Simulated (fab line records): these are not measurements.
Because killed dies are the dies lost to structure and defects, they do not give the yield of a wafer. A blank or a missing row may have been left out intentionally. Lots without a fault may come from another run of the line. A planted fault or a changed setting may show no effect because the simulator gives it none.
Which tool was responsible? || flow berkeley_cmos170 || 7 lots with 21 wafers sampled at 2 steps, on a route of 331 steps

== WHAT EACH GAUGE READ, for each wafer ==
UCB170_PWELL_TW_MEAS_17.
{"lot": "L652", "measured": "day 3 18:33", "on": "film_metro-02", "PWELL_TW": "378.4 378.6 378.6"}
{"lot": "L654", "measured": "day 3 18:34", "on": "film_metro-01", "PWELL_TW": "379.6 379.1 378.4"}
{"lot": "L658", "measured": "day 4 20:35", "on": "film_metro-04", "PWELL_TW": "381.6 384.4 383.2"}
{"lot": "L662", "measured": "day 5 21:52", "on": "film_metro-01", "PWELL_TW": "366.0 364.2 366.9"}
{"lot": "L665", "measured": "day 6 04:20", "on": "film_metro-01", "PWELL_TW": "362.5 361.1 361.8"}
{"lot": "L670", "measured": "day 7 17:22", "on": "film_metro-01", "PWELL_TW": "377.8 376.6 377.8"}
{"lot": "L674", "measured": "day 8 08:01", "on": "film_metro-04", "PWELL_TW": "378.9 381.4 380.7"}

== TOOL THAT RAN EACH LOT (tool first, then ch and the chambers of the sampled wafers, then the start) ==
{"lot": "L652", "UCB170_PWELL_IMPLANT_15": "implanter-01 ch 0, day 3 18:18"}
{"lot": "L654", "UCB170_PWELL_IMPLANT_15": "implanter-04 ch 0, day 3 18:19"}
{"lot": "L658", "UCB170_PWELL_IMPLANT_15": "implanter-03 ch 0, day 4 20:20"}
{"lot": "L662", "UCB170_PWELL_IMPLANT_15": "implanter-03 ch 0, day 5 21:38"}
{"lot": "L665", "UCB170_PWELL_IMPLANT_15": "implanter-03 ch 0, day 6 04:05"}
{"lot": "L670", "UCB170_PWELL_IMPLANT_15": "implanter-04 ch 0, day 7 17:07"}
{"lot": "L674", "UCB170_PWELL_IMPLANT_15": "implanter-04 ch 0, day 8 07:47"}
- UCB170_PWELL_IMPLANT_15

== THE ANSWER, worked out from the rows above alone ==
Rule: the usual values come from the lots themselves. The widest of any qualifying gaps counts: lots, ordered by their means at a reading, are off when they make up no more than a third of the lots, leave a main group of 4 or more, and stand apart from it by 3 or more times the standard deviation of that group's means. A main group whose means are all the same, to the digits that the tables above print for the reading, isn't used. A lot without any number at a reading at which 4 lots or more have one is off too. Where the step has rows for the other lots, those lots are counted as sound.
Off: L662, L665, at UCB170_PWELL_TW_MEAS_17 (PWELL_TW). Mean 379.7 and standard deviation 1.9 in the main group.
If a tool, at a process step before that reading, ran all the lots that are off and no sound lot after the first of them, it fits. The gauges at UCB170_PWELL_TW_MEAS_17 are tried like those tools. One candidate fits, namely implanter-03 at UCB170_PWELL_IMPLANT_15. A fault onset in the window from L658 (day 4 20:20, its last sound lot) to L662 (day 5 21:38, its first lot off) fits.

== WHAT WAS PUT IN BY THE SIMULATOR ==
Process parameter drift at UCB170_PWELL_IMPLANT_15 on implanter-03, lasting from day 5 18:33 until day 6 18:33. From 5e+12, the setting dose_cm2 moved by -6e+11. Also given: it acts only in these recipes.
Lots struck among those shown: L662, L665. The rule above reached the same finding.
